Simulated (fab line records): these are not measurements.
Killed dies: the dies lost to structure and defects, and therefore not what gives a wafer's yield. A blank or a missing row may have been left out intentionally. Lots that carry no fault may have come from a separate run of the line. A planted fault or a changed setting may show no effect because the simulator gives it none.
Matching of chambers || flow berkeley cmos170 || cmp-01 running UCB170_V2_CMP_02: 4 sister chambers
The step polishes SiO2. 14 wafers are shown with their chamber, then 7 later ones without.

== WAFERS PAIRED WITH THEIR CHAMBERS ==
{"wafer": "L350.1", "chamber": 1, "motor current A (A)": 15.6, "slurry filter dp kPa (kPa)": 13.38}
{"wafer": "L350.5", "chamber": 2, "motor current A (A)": 16.6, "slurry filter dp kPa (kPa)": 13.81}
{"wafer": "L350.6", "chamber": 3, "motor current A (A)": 16.5, "slurry filter dp kPa (kPa)": 13.49}
{"wafer": "L351.2", "chamber": 2, "motor current A (A)": 17.4, "slurry filter dp kPa (kPa)": 13.38}
{"wafer": "L351.3", "chamber": 3, "motor current A (A)": 16.5, "slurry filter dp kPa (kPa)": 13.27}
{"wafer": "L351.6", "chamber": 3, "motor current A (A)": 16.0, "slurry filter dp kPa (kPa)": 13.70}
{"wafer": "L352.1", "chamber": 1, "motor current A (A)": 16.4, "slurry filter dp kPa (kPa)": 13.37}
{"wafer": "L352.3", "chamber": 0, "motor current A (A)": 15.6, "slurry filter dp kPa (kPa)": 13.63}
{"wafer": "L352.5", "chamber": 1, "motor current A (A)": 15.7, "slurry filter dp kPa (kPa)": 13.23}
{"wafer": "L353.1", "chamber": 3, "motor current A (A)": 16.4, "slurry filter dp kPa (kPa)": 13.66}
{"wafer": "L353.2", "chamber": 0, "motor current A (A)": 16.3, "slurry filter dp kPa (kPa)": 13.38}
{"wafer": "L353.5", "chamber": 2, "motor current A (A)": 17.7, "slurry filter dp kPa (kPa)": 13.44}
{"wafer": "L369.3", "chamber": 1, "motor current A (A)": 16.1, "slurry filter dp kPa (kPa)": 13.65}
{"wafer": "L369.4", "chamber": 0, "motor current A (A)": 16.3, "slurry filter dp kPa (kPa)": 13.69}

SIGNATURES (means of the wafers above)
{"reading": "motor current A", "chamber 0": 16.067, "chamber 1": 15.950, "chamber 2": 17.233, "chamber 3": 16.350, "scatter within a chamber": 0.394}
{"reading": "slurry filter dp kPa", "chamber 0": 13.5667, "chamber 1": 13.4075, "chamber 2": 13.5433, "chamber 3": 13.5300, "scatter within a chamber": 0.192}
Rule: a wafer lies at a distance from a chamber equal to the root of the sum of squares, over the readings, of (its reading less the chamber's mean, divided by the reading's scatter). If the next closest chamber is less than 2 further off than the closest, the wafer can't be placed; otherwise it belongs to the closest. The scatter: the root of (the sum of the squares of (reading less its chamber's mean) over the shown wafers, divided by (wafers less chambers)).

== WAFERS WITHOUT THEIR CHAMBER ==
{"wafer": "L369.6", "motor current A (A)": 16.1, "slurry filter dp kPa (kPa)": 13.85}
{"wafer": "L368.1", "motor current A (A)": 15.9, "slurry filter dp kPa (kPa)": 13.41}
{"wafer": "L368.3", "motor current A (A)": 17.2, "slurry filter dp kPa (kPa)": 13.43}
{"wafer": "L368.6", "motor current A (A)": 17.5, "slurry filter dp kPa (kPa)": 13.43}
{"wafer": "L370.1", "motor current A (A)": 16.9, "slurry filter dp kPa (kPa)": 13.37}
{"wafer": "L370.3", "motor current A (A)": 16.1, "slurry filter dp kPa (kPa)": 13.46}
{"wafer": "L370.5", "motor current A (A)": 16.0, "slurry filter dp kPa (kPa)": 13.35}

== CHAMBER TAKEN BY EACH ==
{"wafer": "L369.6", "from the rows above": "can't be placed: 0 or 3 or 1 or 2", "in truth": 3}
{"wafer": "L368.1", "from the rows above": "can't be placed: 1 or 0 or 3", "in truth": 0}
{"wafer": "L368.3", "from the rows above": "can't be placed: 2 or 3", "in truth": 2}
{"wafer": "L368.6", "from the rows above": 2, "in truth": 2}
{"wafer": "L370.1", "from the rows above": "can't be placed: 2 or 3 or 0 or 1", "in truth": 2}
{"wafer": "L370.3", "from the rows above": "can't be placed: 1 or 0 or 3", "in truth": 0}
{"wafer": "L370.5", "from the rows above": "can't be placed: 1 or 0 or 3", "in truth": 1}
Placed correctly: 1 of 7. Can't be placed from these rows: 6 (the true chamber is among the candidates in 6). Placed wrongly: 0.
